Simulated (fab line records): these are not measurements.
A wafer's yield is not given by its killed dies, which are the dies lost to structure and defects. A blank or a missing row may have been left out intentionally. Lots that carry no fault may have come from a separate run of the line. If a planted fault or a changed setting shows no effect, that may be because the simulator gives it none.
fab line records	flow rit-cmos
record: lots: 6	wafers: 18	last-day: 7
route steps=202 shown GATE@89 REOX@98 NLDD@103 PLDD@114 SPACER@125 M1@202
lots that met no fault: taken from a fault-free run of the same line
start-h: the number of hours between the record's first day and the start of the first shown wafer of the lot	wait-h: hours elapsed since this lot's preceding step	" unchanged from the row above	L1.1+2: several wafers, shown together as one row	- value missing, or start not given	* or withheld: withheld	< > ~ a bound
route shown NAME@n: NAME is a module with steps in the file, n the number in the route of the first one	usual: the fault-free wafers' mean and standard deviation	same: alike in all rows	chamber/n: place in a boat	sites: readings site by site	_std_site: standard deviation of those values	_edge_site: outer sites' mean less inner sites'	radius-mm: for every site, how far away it sits from the centre of the wafer	mask NAME#n: copy n	behind: the most recent tool/chamber to have shaped the wafer	hold: reason for holding the lot/hours on hold/outcome of the hold	device: transistor that didn't switch, given as n, p or np	end of line: the tests these same wafers got at the end of their route	a step given without rows: its recipe and nothing more	killed: dies that structure and defects cost at the first sort, which is not the same as the wafer's yield	map: shows each die of a wafer: x if killed, . if not, _ if none is there
set.NAME: the setting that was run; set.NAME@STEP: the one run at that earlier step	model.NAME: the simulator's own value behind a step, which no gauge read
lots at some steps of the route; a table a step, a row a wafer
services: when a tool's chamber went out of use (start-h, in hours from the record's first day, below 0 if earlier), for how many hours, and the reason
== steps ==
step: RIT_GATE_EXPOSE_13
recipe: mask-id: M6	na: 0.6	source-shape: conventional	sigma-outer: 0.6	target-cd-nm: 150	dose-mj: 380
step: RIT_GATE_PEB_14
recipe: resist: NOVOLAK	temp-c: withheld	time-s: withheld
step: RIT_GATE_DEVELOP_15
recipe: resist: NOVOLAK	develop-time-s: 50	dev-temp-c: 23.65
step: RIT_GATE_CD_MEAS_16
recipe: target-cd-nm: 150
usual: cd-nm: 150.4/2.4
lot.wafer	tool	chamber	start-h	wait-h	cd-nm
L184.3	cd-sem-01	-	75.69	-	154.8
L184.4	"	-	"	"	152.3
L184.5	"	-	"	"	151.8
L185.1	cd-sem-02	-	77.40	-	147.7
L185.2	"	-	"	"	149.8
L185.4	"	-	"	"	147.9
L186.1	cd-sem-01	-	81.76	-	152.6
L186.2	"	-	"	"	153.4
L186.3	"	-	"	"	151.8
L188.3	cd-sem-01	-	92.61	-	149.4
L188.4	"	-	"	"	151.7
L188.6	"	-	"	"	150.5
L194.3	cd-sem-01	-	121.18	-	150.3
L194.4	"	-	"	"	151.7
L194.5	"	-	"	"	152.4
L197.1	cd-sem-01	-	136.83	-	151.3
L197.2	"	-	"	"	149.6
L197.4	"	-	"	"	149.3
step: RIT_GATE_OVL_MEAS_17
usual: GATE_OVL: 0.5/1.4
lot.wafer	tool	chamber	start-h	wait-h	GATE_OVL[nm]
L184.3	overlay-02	-	75.78	0.1	0.7
L184.4	"	-	"	"	-1.1
L184.5	"	-	"	"	1.1
L185.1	overlay-01	-	77.52	0.1	0.8
L185.2	"	-	"	"	0.9
L185.4	"	-	"	"	1.2
L186.1	overlay-01	-	81.88	0.1	0.2
L186.2	"	-	"	"	-1.2
L186.3	"	-	"	"	1.7
L188.3	overlay-01	-	92.71	0.1	-1.3
L188.4	"	-	"	"	-0.8
L188.6	"	-	"	"	-0.6
L194.3	overlay-01	-	121.27	0.1	1.1
L194.4	"	-	"	"	3.5
L194.5	"	-	"	"	3.5
L197.1	overlay-01	-	136.95	0.1	1.0
L197.2	"	-	"	"	0.3
L197.4	"	-	"	"	1.1
step: RIT_GATE_HARDBAKE_18
recipe: resist: NOVOLAK	temp-c: 140	time-s: 60
step: RIT_GATE_ETCH_19
recipe: chemistry: SF6/CHF3/O2	time-s: 165	SF6_flow_sccm: 30	CHF3_flow_sccm: 30	O2_flow_sccm: 5	target: poly-Si	pressure-mtorr: 40	rf-w: 160	target-depth-a: 3125	over-etch-frac: 0.25	stop-on: SiO2
usual: O2_flow_sccm: 5.001/0.015	drypump-motor-current-A: 5.8/0.39	oes-product-au: 0.857/0.011	throttle-valve-pct: 10.24/0.19
same: time-s: 165
lot.wafer	tool	chamber	start-h	wait-h	O2_flow_sccm	drypump-motor-current-A	oes-product-au	rf-hours-counter-h	throttle-valve-pct
L184.3	rie-si-01	2	76.06	0.1	4.997	5.8	0.860	3	9.99
L184.4	"	0	"	"	4.965	5.2	0.871	23	10.24
L184.5	"	1	"	"	5.007	5.6	0.869	-	10.11
L185.1	rie-si-02	2	77.71	0.1	5.009	5.5	0.857	2	10.54
L185.2	"	3	"	"	4.995	6.6	0.841	147	10.09
L185.4	"	1	"	"	4.983	6.0	0.856	146	10.33
L186.1	rie-si-01	1	82.22	0.1	4.994	5.6	0.858	8	10.10
L186.2	"	3	"	"	4.978	6.1	0.875	96	10.50
L186.3	"	0	"	"	5.006	5.2	0.872	24	10.22
L188.3	rie-si-02	2	92.88	0.1	5.035	5.5	0.859	2	10.53
L188.4	"	3	"	"	5.009	6.6	0.861	147	10.10
L188.6	"	2	"	"	5.026	5.5	0.870	-	10.53
L194.3	rie-si-01	2	121.44	0.1	4.991	5.7	0.848	4	9.99
L194.4	"	0	"	"	4.979	5.2	0.848	24	10.22
L194.5	"	2	"	"	4.981	5.7	0.847	-	9.98
L197.1	rie-si-02	2	137.14	0.1	5.014	5.4	0.845	3	10.52
L197.2	"	1	"	"	4.997	5.9	0.849	147	10.35
L197.4	"	2	"	"	4.999	5.5	0.861	-	10.53
step: RIT_GATE_STRIP_20
recipe: chemistry: O2	time-s: 180	resist: NOVOLAK	platen-temp-c: withheld	power-w: 500	pressure-mtorr: 4000	o2-flow-sccm: 4000
usual: drypump-motor-current-A: 5.87/0.27	o2-flow-sccm: 3998/12
same: time-s: 180
lot.wafer	tool	chamber	start-h	wait-h	drypump-motor-current-A	o2-flow-sccm	rf-hours-counter-h
L184.3	plasma-asher-04	1	76.23	0.1	5.80	4014	-
L184.4	"	0	"	"	5.74	4022	-
L184.5	"	1	"	"	5.79	3998	-
L185.1	plasma-asher-03	0	77.82	0.1	6.07	4017	43
L185.2	"	1	"	"	6.01	3994	43
L185.4	"	0	"	"	6.07	4014	-
L186.1	plasma-asher-04	0	82.32	0.1	5.74	3996	46
L186.2	"	1	"	"	5.84	4002	46
L186.3	"	1	"	"	5.80	3977	-
L188.3	plasma-asher-03	0	93.05	0.1	6.08	4002	-
L188.4	"	1	"	"	6.00	4018	-
L188.6	"	0	"	"	6.10	3989	-
L194.3	plasma-asher-03	1	121.61	0.1	6.04	3988	-
L194.4	"	0	"	"	6.07	4004	-
L194.5	"	1	"	"	6.05	3986	-
L197.1	plasma-asher-01	0	137.24	0.1	5.41	4004	47
L197.2	"	1	"	"	6.11	4012	47
L197.4	"	0	"	"	5.42	3990	-
step: RIT_GATE_CD_MEAS_90
recipe: target-cd-nm: 150
usual: cd-nm: 150.4/2.4
lot.wafer	tool	chamber	start-h	wait-h	cd-nm
L184.3	cd-sem-01	-	76.38	0.1	154.7
L184.4	"	-	"	"	153.0
L184.5	"	-	"	"	151.8
L185.1	cd-sem-02	-	77.99	0.1	148.0
L185.2	"	-	"	"	150.0
L185.4	"	-	"	"	148.0
L186.1	cd-sem-01	-	82.50	0.1	152.4
L186.2	"	-	"	"	153.1
L186.3	"	-	"	"	152.0
L188.3	cd-sem-01	-	93.20	0.1	149.5
L188.4	"	-	"	"	151.5
L188.6	"	-	"	"	150.3
L194.3	cd-sem-02	-	121.77	0.1	150.0
L194.4	"	-	"	"	151.4
L194.5	"	-	"	"	152.3
L197.1	cd-sem-01	-	137.42	0.1	151.3
L197.2	"	-	"	"	149.8
L197.4	"	-	"	"	149.3
step: RIT_REOX_CLEAN_00
recipe: chemistry: SC1	mix: 3:3:50	time-s: 600	temp-c: 75
step: RIT_REOX_CLEAN_01
recipe: chemistry: dHF	dilution: 50:1	time-s: 30
step: RIT_REOX_CLEAN_02
recipe: chemistry: SC2	mix: 3:3:50	time-s: 600	temp-c: 75	dry: n2-spin
step: RIT_REOX_OXIDATION_03
recipe: temp-c: 900	ambient: O2	target-thk-a: 252	ox-time-s: 5580
usual: spike-tc-centre-C: 902.9/1.7	spike-tc-source-C: 923.4/1.3	tube-center-temp-C: 900/0.072	tube_center_temp_C_max: 902.3/0.42
lot.wafer	tool	chamber	start-h	wait-h	spike-tc-centre-C	spike-tc-source-C	tube-center-temp-C	tube_center_temp_C_max	model.SiO2_of_REOX_OXIDATION_03.thk-nm
L184.3	furnace-02	0	76.86	0.0	900.5	923.1	900.05	902.0	25.24
L184.4	"	0	"	"	901.0	921.2	900.06	902.5	25.07
L184.5	"	0	"	"	901.6	921.8	900	902.1	25.19
L185.1	furnace-01	0	78.48	0.0	905.6	924.4	899.95	901.9	25.03
L185.2	"	0	"	"	904.1	925.1	900.02	901.8	24.88
L185.4	"	0	"	"	903.2	925.8	899.96	902.2	25.13
L186.1	furnace-02	0	83.72	0.7	910.3	928.9	908.16	910.5	26.73
L186.2	"	0	"	"	908.5	930.4	908.03	910.9	26.8
L186.3	"	0	"	"	909.0	930.7	908.03	910.0	26.83
L188.3	furnace-02	0	93.68	0.0	907.1	929.4	907.8	910.0	27.66
L188.4	"	0	"	"	908.1	931.8	908.03	909.9	27.75
L188.6	"	0	"	"	909.1	931.5	907.95	910.2	27.64
L194.3	furnace-01	0	122.72	0.5	904.9	924.9	900.11	902.2	24.95
L194.4	"	0	"	"	905.8	924.9	899.98	902.8	25.11
L194.5	"	0	"	"	905.6	925.8	899.94	902.1	24.59
L197.1	furnace-04	0	138.14	0.2	903.9	924.2	899.98	902.9	25.81
L197.2	"	0	"	"	901.3	922.9	900.1	902.2	25.84
L197.4	"	0	"	"	902.0	922.4	900.06	902.0	25.52
step: RIT_REOX_THK_MEAS_04
recipe: reads: SiO2_of_REOX_OXIDATION_03
usual: REOX_OXIDE_THK: 25.1/0.49
lot.wafer	tool	chamber	start-h	wait-h	REOX_OXIDE_THK[nm]
L184.3	film-metro-02	-	79.43	0.0	25.2
L184.4	"	-	"	"	25.1
L184.5	"	-	"	"	25.2
L185.1	film-metro-03	-	81.03	0.0	25.0
L185.2	"	-	"	"	24.9
L185.4	"	-	"	"	25.1
L186.1	film-metro-02	-	86.27	0.0	26.7
L186.2	"	-	"	"	26.7
L186.3	"	-	"	"	26.8
L188.3	film-metro-03	-	96.25	0.0	27.7
L188.4	"	-	"	"	27.8
L188.6	"	-	"	"	27.7
L194.3	film-metro-02	-	125.29	0.0	24.9
L194.4	"	-	"	"	25.1
L194.5	"	-	"	"	24.6
L197.1	film-metro-04	-	140.69	0.0	25.8
L197.2	"	-	"	"	25.8
L197.4	"	-	"	"	25.6
step: RIT_NLDD_HMDS_00
recipe: prime-time-s: 60	prime-temp-c: 140
step: RIT_NLDD_COAT_01
recipe: resist: NOVOLAK	spin-rpm: 3250	resist-thk-nm: 1000
step: RIT_NLDD_SOFTBAKE_02
recipe: resist: NOVOLAK	temp-c: 90	time-s: 60
step: RIT_NLDD_EXPOSE_03
recipe: mask-id: M7	na: 0.57	target-cd-nm: 40700	dose-mj: 250
step: RIT_NLDD_PEB_04
recipe: resist: NOVOLAK	temp-c: withheld	time-s: withheld
step: RIT_NLDD_DEVELOP_05
recipe: resist: NOVOLAK	develop-time-s: 50	dev-temp-c: 23
step: RIT_NLDD_OVL_MEAS_06
usual: NLDD_OVL: -0.5/1.3
lot.wafer	tool	chamber	start-h	wait-h	NLDD_OVL[nm]
L184.3	overlay-01	-	80.34	-	0.8
L184.4	"	-	"	"	-0.8
L184.5	"	-	"	"	-1.0
L185.1	overlay-02	-	82.34	-	-0.8
L185.2	"	-	"	"	-0.3
L185.4	"	-	"	"	-2.1
L186.1	overlay-02	-	88.90	-	-3.8
L186.2	"	-	"	"	-2.7
L186.3	"	-	"	"	-3.4
L188.3	overlay-01	-	97.16	-	1.3
L188.4	"	-	"	"	0.9
L188.6	"	-	"	"	1.4
L194.3	overlay-02	-	126.24	-	-0.3
L194.4	"	-	"	"	-2.8
L194.5	"	-	"	"	-1.3
L197.1	overlay-02	-	141.73	-	-1.6
L197.2	"	-	"	"	1.2
L197.4	"	-	"	"	-1.1
step: RIT_NLDD_HARDBAKE_07
recipe: resist: NOVOLAK	temp-c: 139.2	time-s: 60
step: RIT_NLDD_IMPLANT_08
recipe: species: P	energy-kev: 20	dose-cm2: 5e+14	tilt-deg: 7
step: RIT_NLDD_STRIP_09
recipe: chemistry: O2	time-s: 180	resist: NOVOLAK	platen-temp-c: withheld	power-w: 500	pressure-mtorr: 4000	o2-flow-sccm: 4000
usual: drypump-motor-current-A: 5.8/0.31	o2-flow-sccm: 4001/11
same: time-s: 180
lot.wafer	tool	chamber	start-h	wait-h	drypump-motor-current-A	o2-flow-sccm	rf-hours-counter-h
L184.3	plasma-asher-04	1	80.72	0.1	5.8	4003	-
L184.4	"	0	"	"	5.7	3984	-
L184.5	"	1	"	"	5.8	3985	-
L185.1	plasma-asher-03	0	82.68	0.1	6.1	3993	44
L185.2	"	1	"	"	6.0	3997	44
L185.4	"	0	"	"	6.1	3998	-
L186.1	plasma-asher-03	0	89.24	0.1	6.1	4014	45
L186.2	"	1	"	"	6.0	4003	45
L186.3	"	0	"	"	6.1	4006	-
L188.3	plasma-asher-02	0	97.54	0.1	6.0	4008	-
L188.4	"	1	"	"	5.3	3988	-
L188.6	"	1	"	"	5.3	4005	-
L194.3	plasma-asher-02	0	126.68	0.1	6.0	3982	-
L194.4	"	1	"	"	5.3	3993	-
L194.5	"	1	"	"	5.3	4009	-
L197.1	plasma-asher-03	0	142.06	0.1	6.1	4004	51
L197.2	"	1	"	"	5.9	3987	51
L197.4	"	0	"	"	6.1	4012	-
step: RIT_NLDD_TW_MEAS_10
usual: NLDD_TW: 2508/13
lot.wafer	tool	chamber	start-h	wait-h	NLDD_TW
L184.3	film-metro-02	-	80.86	0.1	2523
L184.4	"	-	"	"	2532
L184.5	"	-	"	"	2518
L185.1	film-metro-02	-	82.85	0.1	2525
L185.2	"	-	"	"	2515
L185.4	"	-	"	"	2506
L186.1	film-metro-02	-	89.42	0.1	2515
L186.2	"	-	"	"	2520
L186.3	"	-	"	"	2505
L188.3	film-metro-02	-	97.67	0.1	2511
L188.4	"	-	"	"	2510
L188.6	"	-	"	"	2506
L194.3	film-metro-02	-	126.82	0.1	2513
L194.4	"	-	"	"	2505
L194.5	"	-	"	"	2519
L197.1	film-metro-03	-	142.24	0.1	2493
L197.2	"	-	"	"	2479
L197.4	"	-	"	"	2499
step: RIT_PLDD_HMDS_00
recipe: prime-time-s: 60	prime-temp-c: 140
step: RIT_PLDD_COAT_01
recipe: resist: NOVOLAK	spin-rpm: 3250	resist-thk-nm: 1000
step: RIT_PLDD_SOFTBAKE_02
recipe: resist: NOVOLAK	temp-c: 90	time-s: 60
step: RIT_PLDD_EXPOSE_03
recipe: mask-id: M8	na: 0.57	target-cd-nm: 40900	dose-mj: 250
step: RIT_PLDD_PEB_04
recipe: resist: NOVOLAK	temp-c: withheld	time-s: withheld
step: RIT_PLDD_DEVELOP_05
recipe: resist: NOVOLAK	develop-time-s: 50	dev-temp-c: 23
step: RIT_PLDD_OVL_MEAS_06
usual: PLDD_OVL: 0.2/1.3
lot.wafer	tool	chamber	start-h	wait-h	PLDD_OVL[nm]
L184.3	overlay-02	-	81.88	-	0.0
L184.4	"	-	"	"	-1.2
L184.5	"	-	"	"	-0.3
L185.1	overlay-01	-	83.89	-	0.6
L185.2	"	-	"	"	-1.4
L185.4	"	-	"	"	0.4
L186.1	overlay-01	-	90.45	-	-0.6
L186.2	"	-	"	"	-1.4
L186.3	"	-	"	"	-0.2
L188.3	overlay-01	-	98.58	-	0.6
L188.4	"	-	"	"	2.1
L188.6	"	-	"	"	1.1
L194.3	overlay-02	-	127.85	-	-0.7
L194.4	"	-	"	"	-0.5
L194.5	"	-	"	"	3.2
L197.1	overlay-02	-	143.15	-	-1.0
L197.2	"	-	"	"	-1.5
L197.4	"	-	"	"	-2.4
step: RIT_PLDD_HARDBAKE_07
recipe: resist: NOVOLAK	temp-c: 140	time-s: 60
step: RIT_PLDD_IMPLANT_08
recipe: species: BF2	energy-kev: 20	dose-cm2: 9e+14	tilt-deg: 7.148
step: RIT_PLDD_STRIP_09
recipe: chemistry: O2	time-s: 180	resist: NOVOLAK	platen-temp-c: withheld	power-w: 500	pressure-mtorr: 4000	o2-flow-sccm: 4000
usual: drypump-motor-current-A: 5.8/0.33	o2-flow-sccm: 3999/11
same: time-s: 180
lot.wafer	tool	chamber	start-h	wait-h	drypump-motor-current-A	o2-flow-sccm	rf-hours-counter-h
L184.3	plasma-asher-02	1	82.27	0.1	5.3	3995	-
L184.4	"	0	"	"	6.0	3994	-
L184.5	"	0	"	"	6.0	3985	-
L185.1	plasma-asher-02	0	84.22	0.1	6.0	3992	28
L185.2	"	1	"	"	5.3	3989	28
L185.4	"	0	"	"	6.0	3988	-
L186.1	plasma-asher-01	0	90.79	0.1	5.4	3980	42
L186.2	"	1	"	"	6.1	4013	42
L186.3	"	1	"	"	6.1	4008	-
L188.3	plasma-asher-03	1	98.96	0.1	6.0	3995	-
L188.4	"	0	"	"	6.1	4004	-
L188.6	"	1	"	"	6.0	4006	-
L194.3	plasma-asher-03	0	128.23	0.1	6.1	4001	-
L194.4	"	1	"	"	6.0	4003	-
L194.5	"	0	"	"	6.1	3994	-
L197.1	plasma-asher-03	0	143.49	0.1	6.1	4001	51
L197.2	"	1	"	"	6.0	4000	51
L197.4	"	1	"	"	6.0	4011	-
step: RIT_PLDD_TW_MEAS_10
usual: PLDD_TW: 2365/11
lot.wafer	tool	chamber	start-h	wait-h	PLDD_TW
L184.3	film-metro-01	-	82.40	0.1	2380
L184.4	"	-	"	"	2375
L184.5	"	-	"	"	2378
L185.1	film-metro-01	-	84.40	0.1	2370
L185.2	"	-	"	"	2379
L185.4	"	-	"	"	2371
L186.1	film-metro-01	-	90.96	0.1	2378
L186.2	"	-	"	"	2376
L186.3	"	-	"	"	2385
L188.3	film-metro-02	-	99.10	0.1	2367
L188.4	"	-	"	"	2383
L188.6	"	-	"	"	2368
L194.3	film-metro-03	-	128.37	0.1	2343
L194.4	"	-	"	"	2365
L194.5	"	-	"	"	2361
L197.1	film-metro-03	-	143.66	0.1	2349
L197.2	"	-	"	"	2354
L197.4	"	-	"	"	2357
step: RIT_SPACER_CLEAN_00
recipe: chemistry: SC1	mix: 3:3:50	time-s: 600	temp-c: 75
same: time-s: 600
lot.wafer	tool	chamber	start-h	wait-h	model.SiO2_of_REOX_OXIDATION_03.thk-nm
L184.3	wet-bench-01	2	82.44	0.0	23.33
L184.4	"	2	"	"	23.17
L184.5	"	2	"	"	23.27
L185.1	wet-bench-04	0	84.46	0.1	23.1
L185.2	"	0	"	"	22.97
L185.4	"	0	"	"	23.19
L186.1	wet-bench-03	2	91.02	0.1	24.68
L186.2	"	2	"	"	24.74
L186.3	"	2	"	"	24.78
L188.3	wet-bench-04	1	99.14	0.0	25.54
L188.4	"	1	"	"	25.62
L188.6	"	1	"	"	25.51
L194.3	wet-bench-01	0	128.41	0.0	23.02
L194.4	"	0	"	"	23.15
L194.5	"	0	"	"	22.68
L197.1	wet-bench-01	1	143.72	0.1	23.82
L197.2	"	1	"	"	23.86
L197.4	"	1	"	"	23.56
step: RIT_SPACER_CLEAN_01
recipe: chemistry: dHF	dilution: 50:1	time-s: 30
step: RIT_M1_PROBE_99
usual: killed_at_M0_to_M3: 0.0/0.2	killed-at-contacts: 0.1/0.32	killed-at-front-end: 6.7/2.9	killed-dies: 6.8/2.9	killed-open: 3.3/1.7	killed-short: 3.4/2.1
same: gross-dies: 264	killed_at_M4_up: 0	killed-at-back-side: 0	killed-at-other: 0
lot.wafer	tool	chamber	start-h	wait-h	killed_at_M0_to_M3	killed-at-contacts	killed-at-front-end	killed-dies	killed-open	killed-short	model.etest.pmos-turned.r-on-ohm-um	model.etest.pmos_0p3.r-on-ohm-um	model.etest.pmos_0p15.r-on-ohm-um	model.etest.pldd.rs-ohm-sq	model.etest.nmos_0p3.r-on-ohm-um	model.etest.nmos_0p15.r-on-ohm-um	model.etest.nmos-turned.drive-ua-um	model.etest.nldd.rs-ohm-sq
L184.3	prober-01	-	97.03	0.2	0	0	8	8	5	3	3753	6470	3000	524.1	2203	1171	314.9	364
L184.4	prober-01	-	97.08	0.2	0	0	10	10	5	5	3691	6597	2937	516.6	2243	1160	314	361.5
L184.5	prober-01	-	97.13	0.2	0	0	3	3	2	1	3703	6527	2932	526.5	2206	1157	317.1	363.7
L185.1	prober-02	-	98.43	0.1	0	0	13	13	6	7	3303	6098	2639	486	2146	1116	325.7	374
L185.2	prober-02	-	98.48	0.1	0	0	2	2	1	1	3367	6206	2705	477.4	2190	1140	322.2	376.7
L185.4	prober-02	-	98.58	0.2	1	0	9	10	6	4	3477	6298	2741	486.6	2217	1168	310.7	379.3
L186.1	prober-01	-	104.19	0.1	0	1	8	9	5	4	3826	6502	3008	584.2	2273	1237	270.9	413.5
L186.2	prober-01	-	104.24	0.1	0	0	6	6	1	5	3901	6580	3021	594.5	2242	1200	274.6	412.7
L186.3	prober-01	-	104.29	0.2	0	0	1	1	1	0	3865	6420	2974	591.1	2245	1207	271.8	416.4
L188.3	prober-01	-	113.77	0.2	0	0	6	6	4	2	4167	6740	3100	696.6	2214	1183	272	402.3
L188.4	prober-01	-	113.82	0.2	0	0	9	9	3	5	4356	6906	3218	700.2	2260	1208	261.8	404.2
L188.6	prober-01	-	113.92	0.2	0	0	4	4	4	0	4281	6868	3165	691.5	2272	1188	260.8	401
L194.3	prober-01	-	143.98	0.2	0	0	10	10	1	9	3434	6316	2758	497	2144	1108	338.4	361.4
L194.4	prober-01	-	144.03	0.2	0	0	14	14	9	4	3538	6447	2870	502.3	2184	1153	330.5	365.5
L194.5	prober-01	-	144.08	0.2	0	0	11	11	7	4	3504	6365	2826	479.1	2193	1148	337.3	358.9
L197.1	prober-02	-	156.98	0.1	0	0	8	8	3	5	3614	6428	2855	528.9	2213	1184	298.9	403.3
L197.2	prober-02	-	157.03	0.1	0	0	10	10	7	3	3530	6292	2776	535.1	2185	1153	299.4	405.7
L197.4	prober-02	-	157.13	0.2	0	0	6	6	4	2	3507	6297	2781	513.4	2199	1167	303.3	397.1
killed by level:class
L184.3 FOX1:geometric-particle:short=2 FOX1:geometric-particle:open=2 SILICIDE:geometric-particle:open=2 GATE:geometric-particle:open=1 SILICIDE:geometric-particle:short=1
L184.4 GATE:geometric-particle:open=2 REOX:geometric-particle:short=2 FOX1:geometric-particle:open=1 GATE:geometric-particle:short=1 REOX:geometric-particle:open=1 SPACER:geometric-particle:open=1 SPACER:geometric-particle:short=1 SILICIDE:geometric-particle:short=1
L184.5 FOX1:geometric-particle:open=1 SILICIDE:geometric-particle:open=1 SILICIDE:geometric-particle:short=1
L185.1 SPACER:geometric-particle:open=4 SPACER:geometric-particle:short=3 FOX1:geometric-particle:short=2 GATE:geometric-particle:open=2 GATE:geometric-particle:short=1 REOX:geometric-particle:short=1
L185.2 REOX:geometric-particle:open=1 SILICIDE:geometric-particle:short=1
L185.4 GATE:geometric-particle:open=3 GATE:geometric-particle:short=3 SPACER:geometric-particle:open=2 REOX:geometric-particle:open=1 M1:geometric-particle:short=1
L186.1 FOX1:geometric-particle:short=2 FOX1:geometric-particle:open=2 SPACER:geometric-particle:open=2 ACTIVE:geometric-particle:open=1 REOX:geometric-particle:short=1 CONTACT:geometric-particle:short=1
L186.2 FOX1:geometric-particle:short=3 SPACER:geometric-particle:short=2 FOX1:geometric-particle:open=1
L186.3 FOX2:geometric-particle:open=1
L188.3 GATE:geometric-particle:open=2 FOX1:geometric-particle:short=1 GATE:geometric-particle:short=1 REOX:geometric-particle:open=1 SILICIDE:geometric-particle:open=1
L188.4 GATE:geometric-particle:open=2 FOX2:geometric-particle:open=1 FOX2:geometric-particle:short=1 GATE:geometric-particle:short=1 REOX:geometric-particle:short=1 SPACER:geometric-particle:short=1 SILICIDE:geometric-particle:short=1 NRETRO:coat-microbubble-printed=1
L188.6 FOX1:geometric-particle:open=1 FOX2:geometric-particle:open=1 SPACER:geometric-particle:open=1 SILICIDE:geometric-particle:open=1
L194.3 FOX2:geometric-particle:short=4 FOX1:geometric-particle:short=2 GATE:geometric-particle:short=2 REOX:geometric-particle:short=1 SPACER:geometric-particle:open=1
L194.4 GATE:geometric-particle:open=3 FOX2:geometric-particle:open=2 SPACER:geometric-particle:short=2 ACTIVE:geometric-particle:open=1 FOX1:geometric-particle:open=1 FOX1:geometric-particle:short=1 FOX2:geometric-particle:short=1 REOX:geometric-particle:open=1
L194.5 FOX1:geometric-particle:short=2 FOX2:geometric-particle:open=2 GATE:geometric-particle:open=2 SILICIDE:geometric-particle:open=2 FOX1:geometric-particle:open=1 GATE:geometric-particle:short=1 SPACER:geometric-particle:short=1
L197.1 REOX:geometric-particle:short=2 SPACER:geometric-particle:short=2 FOX1:geometric-particle:open=1 GATE:geometric-particle:short=1 SPACER:geometric-particle:open=1 SILICIDE:geometric-particle:open=1
L197.2 GATE:geometric-particle:open=3 FOX1:geometric-particle:short=1 FOX1:geometric-particle:open=1 FOX2:geometric-particle:short=1 GATE:geometric-particle:short=1 REOX:geometric-particle:open=1 SPACER:geometric-particle:open=1 SILICIDE:geometric-particle:open=1
L197.4 FOX1:geometric-particle:short=1 FOX2:geometric-particle:open=1 REOX:geometric-particle:open=1 REOX:geometric-particle:short=1 SPACER:geometric-particle:open=1 SILICIDE:geometric-particle:open=1
== services ==
tool	chamber	start-h	hours	kind
furnace-02	-	52.84	3.1	pm
rie-si-01	0	52.91	15.0	repair
plasma-asher-01	-	74.94	15.6	pm
rie-si-01	-	84.60	14.6	pm
plasma-asher-01	-	106.05	2.8	repair
plasma-asher-04	-	108.81	9.0	pm
plasma-asher-04	0	108.81	9.0	vent-cycle
plasma-asher-04	1	108.81	9.0	vent-cycle
wet-bench-01	-	113.48	4.4	repair
plasma-asher-02	-	116.39	3.3	repair
plasma-asher-04	0	117.81	-	clean
plasma-asher-04	1	117.81	-	clean
rie-si-02	3	124.00	-	clean
rie-si-02	3	124.00	15.2	scheduled-down
rie-si-02	3	124.00	15.2	vent-cycle
furnace-01	-	125.27	29.1	pm
rie-si-01	3	127.84	1.9	repair
rie-si-02	1	139.18	-	clean
rie-si-02	1	139.18	14.0	scheduled-down
rie-si-02	1	139.18	14.0	vent-cycle
== key ==
first-sign: step: RIT_REOX_OXIDATION_03	reading: tube-center-temp-C	direction: up	sigmas: 89	usual: *	struck: *
effect: step: RIT_REOX_OXIDATION_03	reading: tube_center_temp_C_max	direction: up	sigmas: 19	usual: *	struck: *
effect: step: RIT_REOX_THK_MEAS_04	reading: REOX_OXIDE_THK	direction: up	sigmas: 4.3	usual: 25.1	struck: 27.2
model-effect: step: RIT_REOX_OXIDATION_03	value: SiO2_of_REOX_OXIDATION_03.thk-nm	without: 25.1	struck: 27.23
model-effect: step: RIT_SPACER_CLEAN_00	value: SiO2_of_REOX_OXIDATION_03.thk-nm	without: 23.18	struck: 25.15
model-effect: step: RIT_M1_PROBE_99	value: etest.pmos-turned.r-on-ohm-um	without: 3588	struck: 4066
met-at RIT_REOX_OXIDATION_03
struck-wafers L186.1,L186.2,L186.3,L188.3,L188.4,L188.6
tester-left-out L186,L188
onset-between 76.86 83.72
fault: kind: process-parameter-drift	tool: furnace-02	chamber: -	onset-h: 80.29	steps: RIT_REOX_OXIDATION_03	channel: temp-c	offset: *	shape: step	end-h: 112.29	acts-in: *	stated: *
tester-left-out: of these lots the tester's yield and bins aren't shown, on N5 and GAA mostly nor the transistor test; their killed dies are dies lost to structure and defects alone, not to doping, threshold or leakage, so they don't give the yield
